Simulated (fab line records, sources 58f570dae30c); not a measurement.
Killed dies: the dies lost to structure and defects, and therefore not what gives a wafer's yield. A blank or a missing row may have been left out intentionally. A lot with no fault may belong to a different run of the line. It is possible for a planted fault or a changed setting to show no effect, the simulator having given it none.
Which tool was responsible?	flow berkeley_cmos170	42 wafers from 14 lots sampled at 3 of the route's 331 steps

WHAT THE GAUGES READ, wafer by wafer
UCB170_ACTIVE_CD_MEAS_13 targets a cd of 1200 nm. Usual: cd_nm reads 1199.5 nm (standard deviation 1.5).
lot	measured	on	cd_nm (nm)	flag
L758	day 4 19:26	cd_sem-02	1201.0 1198.9 1200.1	
L759	day 4 19:43	cd_sem-01	1201.9 1201.4 1201.7	
L762	day 5 10:42	cd_sem-02	1200.9 1200.8 1200.6	
L761	day 5 10:59	cd_sem-01	1199.8 1198.3 1199.2	
L763	day 6 09:34	cd_sem-02	1198.5 1199.5 1198.4	
L768	day 6 15:16	cd_sem-01	1202.3 1200.7 1200.8	
L770	day 7 09:49	cd_sem-02	1200.4 1200.1 1199.8	
L773	day 7 17:12	cd_sem-01	1200.2 1200.4 1198.9	
L774	day 7 17:31	cd_sem-01	1200.8 1199.0 1200.2	
L772	day 7 17:44	cd_sem-01	1200.5 1199.6 1200.7	
L775	day 8 10:08	cd_sem-01	1199.6 1200.1 1200.0	
L779	day 9 07:42	cd_sem-02	1198.7 1199.5 1197.7	
L778	day 9 07:56	cd_sem-01	1196.6 1198.0 1197.9	
L780	day 9 14:56	cd_sem-02	1199.0 1199.4 1198.9	

UCB170_V1_CD_MEAS_90 targets a cd of 700 nm. Usual: cd_nm reads 699.8 nm (standard deviation 1.5).
lot	measured	on	cd_nm (nm)	flag
L758	day 8 14:37	cd_sem-01	701.5 701.8 699.8	
L759	day 8 16:04	cd_sem-02	699.5 701.1 700.5	
L762	day 8 23:07	cd_sem-02	700.2 701.8 700.4	
L761	day 8 21:38	cd_sem-01	701.1 700.5 702.3	
L763	day 9 18:13	cd_sem-02	701.0 701.7 701.6	
L768	day 10 04:18	cd_sem-02	700.8 700.1 701.6	
L770	day 10 17:51	cd_sem-01	698.5 701.7 698.4	
L773	day 11 13:25	cd_sem-01	699.3 700.7 701.5	
L774	day 11 15:08	cd_sem-02	701.2 699.8 701.6	
L772	day 11 19:08	cd_sem-01	701.0 699.3 700.4	
L775	day 12 05:52	cd_sem-01	696.8 698.3 700.4	
L779	day 12 21:19	cd_sem-01	696.2 698.8 696.4	
L778	day 12 21:52	cd_sem-02	700.4 699.8 700.5	
L780	day 13 12:24	cd_sem-01	699.6 699.3 698.7	

WHAT TOOL EACH LOT RAN ON (gives the tool, then ch and the chambers of the sampled wafers, and finally the start)
lot	UCB170_PLDD_STRIP_10
L758	plasma_asher-04 ch 0,1, day 7 14:53
L759	plasma_asher-03 ch 0,1, day 7 14:16
L762	plasma_asher-01 ch 0,1, day 7 19:38
L761	plasma_asher-01 ch 0,1, day 7 19:14
L763	plasma_asher-03 ch 0,1, day 8 15:57
L768	plasma_asher-04 ch 0,1, day 8 23:47
L770	plasma_asher-01 ch 0,1, day 9 15:56
L773	plasma_asher-04 ch 0,1, day 10 09:06
L774	plasma_asher-01 ch 0,1, day 10 08:59
L772	plasma_asher-01 ch 0,1, day 10 09:24
L775	plasma_asher-04 ch 0,1, day 11 01:43
L779	plasma_asher-01 ch 0,1, day 11 19:17
L778	plasma_asher-04 ch 0,1, day 11 19:01
L780	plasma_asher-03 ch 0,1, day 12 06:20
- UCB170_PLDD_STRIP_10: strips in O2.

AS READ BY THE TOOLS THEMSELVES (means over the sampled wafers that have a number; for cases with no such wafer, the mark the record gives instead)
UCB170_PLDD_STRIP_10. Usual: drypump_motor_current_A 5.4 A, standard deviation 0.3; oes_product_au 0.734 a.u., standard deviation 0.0047; strip_time_to_endpoint_s 21.64 s, standard deviation 0.056.
lot	tool	drypump_motor_current_A (A)	oes_product_au (a.u.)	strip_time_to_endpoint_s (s)	flag
L758	plasma_asher-04	5.4	0.734	21.54	
L759	plasma_asher-03	5.2	0.739	21.68	
L762	plasma_asher-01	5.6	0.736	21.61	
L761	plasma_asher-01	5.6	0.733	21.58	
L763	plasma_asher-03	5.2	0.732	21.64	
L768	plasma_asher-04	5.5	0.734	21.71	
L770	plasma_asher-01	5.6	0.731	21.67	
L773	plasma_asher-04	5.5	0.732	21.56	
L774	plasma_asher-01	5.5	0.735	21.58	
L772	plasma_asher-01	5.5	0.734	21.60	
L775	plasma_asher-04	5.5	0.734	21.63	
L779	plasma_asher-01	5.6	0.735	21.70	
L778	plasma_asher-04	5.4	0.733	21.62	
L780	plasma_asher-03	5.2	0.739	21.66	

THE ANSWER, worked out from the rows above alone
Rule: a lot is off if the mean of its wafers that have a number lies more than 3 standard deviations from the usual mean. A lot without any number at a reading at which 4 lots or more have one is off too. The other lots that the step has rows for count as sound. After the gauges, taken in route order, come the tools' own readings; for these a lot's mean is taken, as printed above. The first step at which some lot is off is used, and at that step the reading that is off furthest; a lot without a number counts as furthest.
Nothing can be told from this: no lot is off at any reading shown.

WHAT THE SIMULATOR PUT IN
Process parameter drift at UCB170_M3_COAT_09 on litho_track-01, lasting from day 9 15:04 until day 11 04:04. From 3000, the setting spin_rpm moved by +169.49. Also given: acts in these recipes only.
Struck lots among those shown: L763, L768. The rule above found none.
